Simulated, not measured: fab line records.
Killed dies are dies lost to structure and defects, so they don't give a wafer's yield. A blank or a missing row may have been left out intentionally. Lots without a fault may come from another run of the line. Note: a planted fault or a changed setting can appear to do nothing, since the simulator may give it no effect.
A lot that was struck, set against a sound lot :: flow ritCmos :: 18 steps out of a route of 202
Sound: these wafers, L364.2, L364.4, L364.5. Struck: wafers L357.2, L357.3, L357.6. Last of all comes the cause.
At each step with rows: each side's tool, then ch and its chambers, then its first start. Under that, the readings that differ: sound wafers :: struck wafers :: difference of the means :: sigmas: that difference in standard deviations of wafers without a fault.
alike: readings with means less than 2 such deviations apart, plus words and numbers identical on both sides. not compared: withheld readings, readings lacking a value on some wafer, bounds such as >300 that could conceal the same value, and numbers that have no deviation in the record and whose values overlap.
A row with sigmas, a row that says differs or no value, or rows on one side alone: a step with any of these is where the two part. Numbers that don't overlap but have no deviation are shown without sigmas and don't part them. Lack of a reading on every wafer of one side parts them only where that side has two or more wafers.

first, 1 step without rows for these wafers: RIT_GATE_HARDBAKE_18 (time 60 s).
RIT_GATE_ETCH_19: etches poly-Si in SF6/CHF3/O2, stops on SiO2, time 165 s, target depth 312.5 nm.
  sound on rieSi-01 ch 2,3, day 6 02:47; struck on rieSi-02 ch 0,1,3, day 4 16:32
  alike: chamberPressureMTorr, drypumpMotorCurrentA, oesProductAu, throttleValvePct
  not compared: rfHoursCounterH
RIT_GATE_STRIP_20: strips in O2, time 180 s.
  sound on plasmaAsher-04 ch 0,1, day 6 02:53; struck on plasmaAsher-03 ch 1, day 4 16:38
  alike: chamberPressureMTorr, drypumpMotorCurrentA, rfReflPowerW
  not compared: rfHoursCounterH
RIT_GATE_CD_MEAS_90: the cd target is 150 nm.
  sound: cdSem-01 at day 6 03:05; struck: cdSem-01 at day 4 16:50
  alike: cdNm
then, 4 steps without rows for these wafers: RIT_REOX_CLEAN_00 (cleans in SC1, time 600 s); RIT_REOX_CLEAN_01 (cleans in dHF, time 30 s); RIT_REOX_CLEAN_02 (cleans in SC2, time 600 s); RIT_REOX_OXIDATION_03 (target thk 25.2 nm, ox time 5580 s).
RIT_REOX_THK_MEAS_04:
  sound: filmMetro-04 at day 6 06:08; struck: filmMetro-01 at day 4 19:56
  alike: REOX_OXIDE_THK
then, 3 steps without rows for these wafers: RIT_NLDD_HMDS_00 (prime time 60 s); RIT_NLDD_COAT_01 (resist thk 1000 nm); RIT_NLDD_SOFTBAKE_02 (time 60 s).
RIT_NLDD_EXPOSE_03: exposes mask M7, target cd 40700 nm.
  sound on ilineStepper-02 ch 0, day 6 06:53; struck on ilineStepper-01 ch 0, day 4 20:27
reading: model.NLDD.overlayXNm (nm)
sound: -0.123 -0.123 -0.123
struck: -301.5 -301.5 -301.5
difference: -301.4
sigmas: 
  alike: mask
then, 2 steps without rows for these wafers: RIT_NLDD_PEB_04; RIT_NLDD_DEVELOP_05 (develop time 50 s).
RIT_NLDD_OVL_MEAS_06:
  sound: overlay-02 at day 6 07:16; struck: overlay-02 at day 4 20:50
reading: NLDD_OVL (nm)
sound: 0.3 -0.5 1.5
struck: -302.3 -301.2 -301.5
difference: -302.1
sigmas: -99 or more
then, 1 step without rows for these wafers: RIT_NLDD_HARDBAKE_07 (time 60 s).
RIT_M1_PROBE_99:
  sound: prober-01 at day 6 23:43; struck: prober-02 at day 5 14:28
reading: model.etest.nldd.widthNm (nm)
sound: 3155 3177 3177
struck: 2949 2972 2954
difference: -211
sigmas: 

reading: model.etest.nldd.lineOhmUm
sound: 114.2 115.5 114.5
struck: 125.1 123.4 125.6
difference: +10.0
sigmas: 
  alike: killedAtContacts, killedAtFrontEnd, killedDies, killedOpen, killedShort

## WHERE THEY PART
At RIT_NLDD_OVL_MEAS_06 and nowhere else, as far as this record goes. Later steps at which nothing parts them and some readings are alike: RIT_M1_PROBE_99.

WHY: what the simulator had put in
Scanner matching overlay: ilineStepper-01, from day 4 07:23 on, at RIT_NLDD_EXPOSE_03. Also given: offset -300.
